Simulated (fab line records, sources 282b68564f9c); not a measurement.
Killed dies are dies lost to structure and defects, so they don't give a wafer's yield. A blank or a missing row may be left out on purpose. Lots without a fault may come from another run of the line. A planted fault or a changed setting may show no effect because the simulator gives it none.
Problem report in the 8D (eight disciplines) form, filled by code | flow rit_cmos | the parts of the form that need people (team, actions taken, sign-off) are left out

1. THE PROBLEM
run_length_s at RIT_M1_METAL_ETCH_12 reads a mean of 151.7 s on 6 wafers of 2 lots; wafers without a fault read 193.1 s with a standard deviation of 0.37. That is -99 or more standard deviations from the usual mean.
The step: etches Al in Cl2/BCl3, stops on SiO2, time 165 s, target depth 600 nm.
First seen on wafer L652.1, day 6 04:15, on rie_metal-03. The record holds 18 wafers of 6 lots with a number at this step. Rule for "out", or "out of limits": more than 4 standard deviations from the usual mean. The other wafers with a number count as sound.

2. WHAT IT IS AND WHAT IT IS NOT
question                    | is                           | is not
which readings at this step | run_length_s, oes_product_au | drypump_motor_current_A, throttle_valve_pct
which lots                  | L652, L655                   | L640, L650, L659, L663
which wafers of those lots  | all that have a number       | -
read on which tools         | rie_metal-03                 | rie_metal-01, rie_metal-04
when                        | from day 6 04:15             | up to then (6 sound wafers); but 6 sound wafers of L659, L663 came after

3. SUSPECTS, AND WHAT RULES EACH OUT
Counting: a tool at a process step up to the reading stays a suspect if it ran every lot that is out and no sound lot after the first of them.
- rie_metal-03 at RIT_M1_METAL_ETCH_12 (etches Al in Cl2/BCl3, stops on SiO2, time 165 s, target depth 600 nm): kept. It ran every lot that is out, first L652 (day 6 04:15), and no sound lot after that; its last sound lot up to then is L640 (day 3 13:35). Its own readings are out on those wafers: oes_product_au, run_length_s.
Left after counting: rie_metal-03 at RIT_M1_METAL_ETCH_12.

4. THE CAUSE (what the simulator had put in)
Process parameter drift: rie_metal-03, from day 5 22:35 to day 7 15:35, at RIT_M1_METAL_ETCH_12. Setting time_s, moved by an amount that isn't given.
Counting left only this tool.

5. THE CHAIN OF EFFECTS, in route order
Each row: a reading whose mean over the struck wafers that have a number lies more than 3 standard deviations from the usual. Only readings for which the record gives a usual standard deviation are gone through. hours: the time from each lot's start at the first step in this table that gives one to its start at this step, as a median over the lots. sigmas: the change in usual standard deviations.
hours | step                 | reading        | usual      | on struck wafers | change | sigmas
0     | RIT_M1_METAL_ETCH_12 | oes_product_au | 0.757 a.u. | 0.981            | +0.224 | +12
0     | RIT_M1_METAL_ETCH_12 | run_length_s   | 193.1 s    | 151.7            | -41.4  | -99 or more
The process steps in it:
- RIT_M1_METAL_ETCH_12: etches Al in Cl2/BCl3, stops on SiO2, time 165 s, target depth 600 nm.

6. WHAT WOULD HAVE CAUGHT IT SOONER
In this record the first reading out of limits was taken at day 6 04:15, 6 hours after the fault began at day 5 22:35.
